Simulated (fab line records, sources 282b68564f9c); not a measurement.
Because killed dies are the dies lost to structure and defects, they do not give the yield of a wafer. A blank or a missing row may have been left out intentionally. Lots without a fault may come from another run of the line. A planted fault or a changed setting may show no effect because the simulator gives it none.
Split-lot study | flow ritCmos | 5 lots, 23 wafers read, on a route of 202 steps

THE SPLIT
At RIT_SPACER_CVD_03 (deposits Si3N4 from SiH2Cl2/NH3, target thk 250 nm, time 3300 s), the setting sih2cl2FlowSccm was moved away from the recipe's 60 sccm on 15 of the 23 wafers read, by -11.7% to +14.4%. All remaining wafers had this setting at the recipe value.

There is no step in the file separating the split from the reading.

THE READING
Values of SPACER_NITRIDE_THK in nm from RIT_SPACER_THK_MEAS_04. Typical for fault-free wafers on this fab line: 248.8 nm, with standard deviation 1.9 nm.

wafer  | tool, chamber at the split | sih2cl2FlowSccm as run, sccm | against the recipe | SPACER_NITRIDE_THK, nm | against lot-mates on the recipe
L075.1 | lpcvd-01, 0                | 60                           | recipe             | 250.7                  | -
L075.2 | lpcvd-01, 0                | 60                           | recipe             | 250.1                  | -
L075.5 | lpcvd-01, 0                | 60                           | recipe             | 252.1                  | -
L077.2 | -, -                       | 68.65                        | +14.4%             | 259.3                  | no lot-mate on the recipe
L077.3 | -, -                       | 68.65                        | +14.4%             | 258.8                  | no lot-mate on the recipe
L077.4 | -, -                       | 68.65                        | +14.4%             | 260.2                  | no lot-mate on the recipe
L077.5 | -, -                       | 68.65                        | +14.4%             | 257.4                  | no lot-mate on the recipe
L077.6 | -, -                       | 68.65                        | +14.4%             | 260.2                  | no lot-mate on the recipe
L076.1 | -, -                       | 60                           | recipe             | 243.7                  | -
L076.2 | -, -                       | 60                           | recipe             | 247.6                  | -
L076.3 | -, -                       | 60                           | recipe             | 245.3                  | -
L076.4 | -, -                       | 60                           | recipe             | 245.8                  | -
L076.5 | -, -                       | 60                           | recipe             | 242.5                  | -
L078.1 | -, -                       | 66.01                        | +10.0%             | 257.7                  | no lot-mate on the recipe
L078.2 | -, -                       | 66.01                        | +10.0%             | 257.8                  | no lot-mate on the recipe
L078.3 | -, -                       | 66.01                        | +10.0%             | 257.3                  | no lot-mate on the recipe
L078.5 | -, -                       | 66.01                        | +10.0%             | 256.7                  | no lot-mate on the recipe
L078.6 | -, -                       | 66.01                        | +10.0%             | 258.6                  | no lot-mate on the recipe
L085.2 | -, -                       | 52.98                        | -11.7%             | 237.1                  | no lot-mate on the recipe
L085.3 | -, -                       | 52.98                        | -11.7%             | 240.1                  | no lot-mate on the recipe
L085.4 | -, -                       | 52.98                        | -11.7%             | 241.0                  | no lot-mate on the recipe
L085.5 | -, -                       | 52.98                        | -11.7%             | 240.4                  | no lot-mate on the recipe
L085.6 | -, -                       | 52.98                        | -11.7%             | 236.3                  | no lot-mate on the recipe

THE FIT
A straight line over all 23 wafers: SPACER_NITRIDE_THK changes by +0.815 nm for each +1% of sih2cl2FlowSccm; r = +0.96; the points scatter about the line by 2.5 nm.
Too few moved wafers have a lot-mate on the recipe to fit a line with each lot's own level taken away.

THE WHOLE CHAIN: every reading that the file lists as answering this split, in the file's order
step                   | what it does                                                             | reading                                                                       | change (the file's fit)               | r (the file's)
RIT_SPACER_CVD_03      | deposits Si3N4 from SiH2Cl2/NH3, target thk 250 nm, time 3300 s          | Si3N4_of_SPACER_CVD_03.thkNm (the simulator's own value, which no gauge read) | +0.816 nm for each +1% of the setting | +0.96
RIT_SPACER_THK_MEAS_04 |                                                                          | SPACER_NITRIDE_THK                                                            | +0.815 for each +1% of the setting    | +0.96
RIT_SPACER_ETCHBACK_05 | etches Si3N4 in SF6/CHF3, stops on SiO2, target depth 250 nm, time 240 s | etch.depthNm (the simulator's own value, which no gauge read)                 | +0.816 nm for each +1% of the setting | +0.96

FILE'S OWN FIT
SPACER_NITRIDE_THK changes by +0.815 nm for each +1% of sih2cl2FlowSccm, r = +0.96.
